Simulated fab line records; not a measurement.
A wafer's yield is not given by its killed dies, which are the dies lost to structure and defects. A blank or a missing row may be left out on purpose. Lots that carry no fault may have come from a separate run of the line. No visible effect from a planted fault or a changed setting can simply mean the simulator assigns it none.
fab line records	flow berkeley_cmos170
[record] lots = 14	wafers = 42	last_day = 13
route steps=331 shown START@4 GATE@139 NLDD@161 M3@330
lots untouched by any fault: they come from a run of this same line in which no faults occurred
start_h: hours from the record's first day to the start of the lot's first wafer shown	wait_h: hours since the lot's step before	" same as the row above	L1.1+2: one row covering several wafers at once	- value missing, or start not given	* or withheld: withheld	< > ~ a bound
route shown NAME@n: NAME is a module with steps in the file, n the number in the route of the first one	usual: mean and standard deviation over wafers with no fault	same: alike in all rows	chamber/n: place in a boat	sites: each site's reading	_std_site: standard deviation of those values	_edge_site: mean of outer sites minus mean of inner sites	radius_mm: for every site, how far away it sits from the centre of the wafer	mask NAME#n: copy n	behind: the last tool/chamber to shape the wafer	hold: cause of the lot's hold/its duration in hours/its outcome	device: the n, p or np transistor that did not switch	end of line: tests of these same wafers at the route's end	for a step that has no rows: nothing shown but its recipe	killed: at the first sort, the dies lost to defects and structure; wafer yield is something else	map: dies across one wafer; x = killed, . = not, _ = none there
set.NAME: the setting the step ran with; set.NAME@STEP: the setting that earlier step ran with	model.NAME: the simulator's own value behind a step, which no gauge read
a sample of lots followed through the steps of the route, with each step as a table and each wafer as a row
services: from which hour (start_h, from the record's first day; less than 0 if before it) a tool's chamber was out of use, for how many hours, and why
[[steps]]
[step UCB170_START_THK_MEAS_03]
[recipe] reads = SiO2_of_START_OXIDATION_02
[usual] START_OXIDE_THK = 20.3/0.4
lot.wafer	tool	chamber	start_h	wait_h	START_OXIDE_THK[nm]
L128.1	film_metro-01	-	19.25	0.0	20.3
L128.3	"	-	"	"	20.2
L128.4	"	-	"	"	20.7
L130.2	film_metro-01	-	28.88	0.0	20.5
L130.5	"	-	"	"	20.2
L130.6	"	-	"	"	20.2
L131.2	film_metro-04	-	28.88	0.0	20.5
L131.4	"	-	"	"	20.4
L131.5	"	-	"	"	20.4
L132.2	film_metro-03	-	35.48	0.0	19.6
L132.3	"	-	"	"	19.9
L132.4	"	-	"	"	19.6
L133.2	film_metro-04	-	41.39	0.0	20.5
L133.4	"	-	"	"	20.9
L133.6	"	-	"	"	20.7
L135.1	film_metro-01	-	46.98	0.0	20.6
L135.2	"	-	"	"	19.9
L135.5	"	-	"	"	20.5
L134.3	film_metro-04	-	47.00	0.0	20.2
L134.4	"	-	"	"	20.2
L134.5	"	-	"	"	19.9
L136.2	film_metro-01	-	57.06	0.0	20.5
L136.4	"	-	"	"	20.6
L136.6	"	-	"	"	20.5
L139.1	film_metro-03	-	68.58	0.1	20.3
L139.2	"	-	"	"	20.2
L139.5	"	-	"	"	20.4
L142.1	film_metro-04	-	82.97	0.0	20.1
L142.3	"	-	"	"	19.9
L142.4	"	-	"	"	20.2
L148.1	film_metro-01	-	116.04	0.0	20.3
L148.2	"	-	"	"	20.4
L148.5	"	-	"	"	20.5
L149.2	film_metro-01	-	120.15	0.0	20.4
L149.3	"	-	"	"	20.7
L149.5	"	-	"	"	20.2
L150.1	film_metro-04	-	125.57	0.0	20.1
L150.3	"	-	"	"	20.2
L150.4	"	-	"	"	19.9
L151.2	film_metro-03	-	129.32	0.0	20.7
L151.4	"	-	"	"	20.8
L151.6	"	-	"	"	20.9
[step UCB170_GATE_OVL_MEAS_13]
[usual] GATE_OVL = -1/5.7
lot.wafer	tool	chamber	start_h	wait_h	GATE_OVL[nm]
L128.1	overlay-02	-	149.41	0.1	5
L128.3	"	-	"	"	-3
L128.4	"	-	"	"	6
L132.2	overlay-02	-	155.28	0.1	3
L132.3	"	-	"	"	-3
L132.4	"	-	"	"	3
L130.2	overlay-01	-	155.56	0.1	-8
L130.5	"	-	"	"	0
L130.6	"	-	"	"	-4
L131.2	overlay-02	-	156.04	0.1	-2
L131.4	"	-	"	"	6
L131.5	"	-	"	"	0
L133.2	overlay-02	-	190.28	0.1	1
L133.4	"	-	"	"	-2
L133.6	"	-	"	"	6
L135.1	overlay-01	-	190.55	0.1	-3
L135.2	"	-	"	"	-4
L135.5	"	-	"	"	-7
L134.3	overlay-01	-	190.75	0.1	-10
L134.4	"	-	"	"	-3
L134.5	"	-	"	"	-12
L136.2	overlay-01	-	190.87	0.1	-1
L136.4	"	-	"	"	2
L136.6	"	-	"	"	6
L139.1	overlay-01	-	207.52	0.1	-8
L139.2	"	-	"	"	-5
L139.5	"	-	"	"	-11
L142.1	overlay-01	-	215.67	0.1	8
L142.3	"	-	"	"	1
L142.4	"	-	"	"	2
L148.1	overlay-01	-	248.07	0.1	-1
L148.2	"	-	"	"	-10
L148.5	"	-	"	"	-5
L150.1	overlay-01	-	268.76	0.1	3
L150.3	"	-	"	"	7
L150.4	"	-	"	"	5
L149.2	overlay-02	-	268.76	0.1	-8
L149.3	"	-	"	"	-3
L149.5	"	-	"	"	-5
L151.2	overlay-02	-	269.00	0.1	4
L151.4	"	-	"	"	12
L151.6	"	-	"	"	10
[step UCB170_NLDD_EXPOSE_03]
[recipe] mask_id = NSELECT	na = 0.5	sigma_outer = 0.6	source_shape = conventional	target_cd_nm = 1200	dose_mj = 30
[usual] exposure_dose_mJ_cm2 = 29.988/0.026	focus_offset_nm = -0.1/0.55
lot.wafer	tool	chamber	start_h	wait_h	mask	exposure_dose_mJ_cm2	focus_offset_nm
L128.1	krf_scanner-01	0	152.38	0.1	NSELECT#0	30.014	-0.4
L128.3	"	0	"	"	NSELECT#0	29.989	-0.2
L128.4	"	0	"	"	NSELECT#0	29.994	-0.5
L132.2	krf_scanner-02	0	158.54	0.2	NSELECT#0	29.979	-0.4
L132.3	"	0	"	"	NSELECT#0	30.006	-0.6
L132.4	"	0	"	"	NSELECT#0	29.993	0.2
L130.2	krf_scanner-01	0	158.79	0.2	NSELECT#0	29.988	-0.3
L130.5	"	0	"	"	NSELECT#0	29.958	0.3
L130.6	"	0	"	"	NSELECT#0	29.950	-0.6
L131.2	krf_scanner-01	0	160.41	0.2	NSELECT#0	29.951	-0.8
L131.4	"	0	"	"	NSELECT#0	29.971	0.3
L131.5	"	0	"	"	NSELECT#0	29.974	0.2
L133.2	krf_scanner-01	0	193.95	0.1	NSELECT#0	30.004	0.7
L133.4	"	0	"	"	NSELECT#0	29.970	0.4
L133.6	"	0	"	"	NSELECT#0	29.988	-0.2
L135.1	krf_scanner-01	0	198.25	0.1	NSELECT#0	30.012	0.1
L135.2	"	0	"	"	NSELECT#0	29.950	-0.9
L135.5	"	0	"	"	NSELECT#0	29.932	-0.2
L134.3	krf_scanner-01	0	198.52	0.1	NSELECT#0	29.967	0.8
L134.4	"	0	"	"	NSELECT#0	29.982	0.2
L134.5	"	0	"	"	NSELECT#0	29.937	0.4
L136.2	krf_scanner-01	0	198.72	0.1	NSELECT#0	29.970	-0.3
L136.4	"	0	"	"	NSELECT#0	29.990	0.1
L136.6	"	0	"	"	NSELECT#0	29.975	0.6
L139.1	krf_scanner-02	-	210.37	0.2	NSELECT#0	-	-
L139.2	"	-	"	"	NSELECT#0	-	-
L139.5	"	-	"	"	NSELECT#0	-	-
L142.1	krf_scanner-01	-	218.40	0.2	NSELECT#0	-	-
L142.3	"	-	"	"	NSELECT#0	-	-
L142.4	"	-	"	"	NSELECT#0	-	-
L148.1	krf_scanner-01	0	252.07	0.1	NSELECT#0	30.053	-0.5
L148.2	"	0	"	"	NSELECT#0	30.037	0.1
L148.5	"	0	"	"	NSELECT#0	30.019	0.4
L149.2	krf_scanner-01	0	271.79	0.1	NSELECT#0	29.999	-0.7
L149.3	"	0	"	"	NSELECT#0	29.986	-0.5
L149.5	"	0	"	"	NSELECT#0	30.035	-0.1
L150.1	krf_scanner-01	0	272.00	0.3	NSELECT#0	30.031	-0.1
L150.3	"	0	"	"	NSELECT#0	30.027	-0.2
L150.4	"	0	"	"	NSELECT#0	29.999	0.0
L151.2	krf_scanner-01	0	272.58	0.1	NSELECT#0	29.990	-0.3
L151.4	"	0	"	"	NSELECT#0	30.000	-0.1
L151.6	"	0	"	"	NSELECT#0	29.966	0.0
[step UCB170_M3_BOW_MEAS_20]
[recipe] mode = bow
[usual] M3_BOW = 34/7.3
lot.wafer	tool	chamber	start_h	wait_h	M3_BOW[um]
L128.1	film_metro-01	-	188.91	0.1	29
L128.3	"	-	"	"	38
L128.4	"	-	"	"	26
L132.2	film_metro-01	-	199.25	0.1	39
L132.3	"	-	"	"	18
L132.4	"	-	"	"	33
L131.2	film_metro-01	-	199.61	0.1	40
L131.4	"	-	"	"	25
L131.5	"	-	"	"	28
L130.2	film_metro-04	-	200.21	0.1	36
L130.5	"	-	"	"	36
L130.6	"	-	"	"	46
L133.2	film_metro-01	-	233.14	0.1	36
L133.4	"	-	"	"	30
L133.6	"	-	"	"	44
L134.3	film_metro-03	-	233.28	0.1	31
L134.4	"	-	"	"	53
L134.5	"	-	"	"	37
L135.1	film_metro-04	-	233.40	0.1	39
L135.2	"	-	"	"	34
L135.5	"	-	"	"	37
L136.2	film_metro-01	-	233.87	0.1	35
L136.4	"	-	"	"	37
L136.6	"	-	"	"	32
L139.1	film_metro-03	-	246.41	0.1	26
L139.2	"	-	"	"	27
L139.5	"	-	"	"	33
L142.1	film_metro-04	-	254.65	0.1	23
L142.3	"	-	"	"	24
L142.4	"	-	"	"	44
L148.1	film_metro-04	-	289.78	0.1	36
L148.2	"	-	"	"	27
L148.5	"	-	"	"	34
L149.2	film_metro-03	-	305.11	0.1	31
L149.3	"	-	"	"	30
L149.5	"	-	"	"	31
L150.1	film_metro-01	-	305.11	0.1	49
L150.3	"	-	"	"	34
L150.4	"	-	"	"	34
L151.2	film_metro-04	-	305.25	0.1	30
L151.4	"	-	"	"	21
L151.6	"	-	"	"	25
[[services]]
tool	chamber	start_h	hours	kind
krf_scanner-02	-	143.74	1.0	pm
krf_scanner-01	-	144.80	0.8	pm
krf_scanner-01	-	145.55	1.3	pm
krf_scanner-01	-	146.85	1.0	pm
krf_scanner-02	-	153.05	1.3	pm
krf_scanner-01	-	160.61	0.8	repair
krf_scanner-02	-	170.95	0.8	pm
krf_scanner-02	-	183.37	0.7	repair
krf_scanner-02	0	213.29	-	calibration
krf_scanner-01	-	221.85	0.6	repair
krf_scanner-01	-	223.90	0.6	repair
krf_scanner-02	-	225.19	1.2	repair
[[key]]
[first_sign] step = UCB170_NLDD_EXPOSE_03	reading = tool_record	direction = missing
effect none on later readings
met_at UCB170_NLDD_EXPOSE_03
struck_lots L139,L142
sort_left_out L139.1,L139.2,L139.5,L142.1,L142.3,L142.4
tester_left_out L139,L142
not_acting_at UCB170_START_THK_MEAS_03,UCB170_GATE_OVL_MEAS_13,UCB170_M3_BOW_MEAS_20
onset_between 198.72 210.37
[fault] kind = skipped_step_whole	tool = krf_scanner-01,krf_scanner-02	chamber = -	onset_h = 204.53	steps = UCB170_NLDD_EXPOSE_03	scope = struck_lots_only
// tester_left_out: of these lots the tester's yield and bins aren't shown, on N5 and GAA mostly nor the transistor test; their killed dies are dies lost to structure and defects alone, not to doping, threshold or leakage, so they don't give the yield
// sort_left_out: the simulated sort isn't trusted on such a fault, so these wafers' sort isn't shown, and their yield isn't known
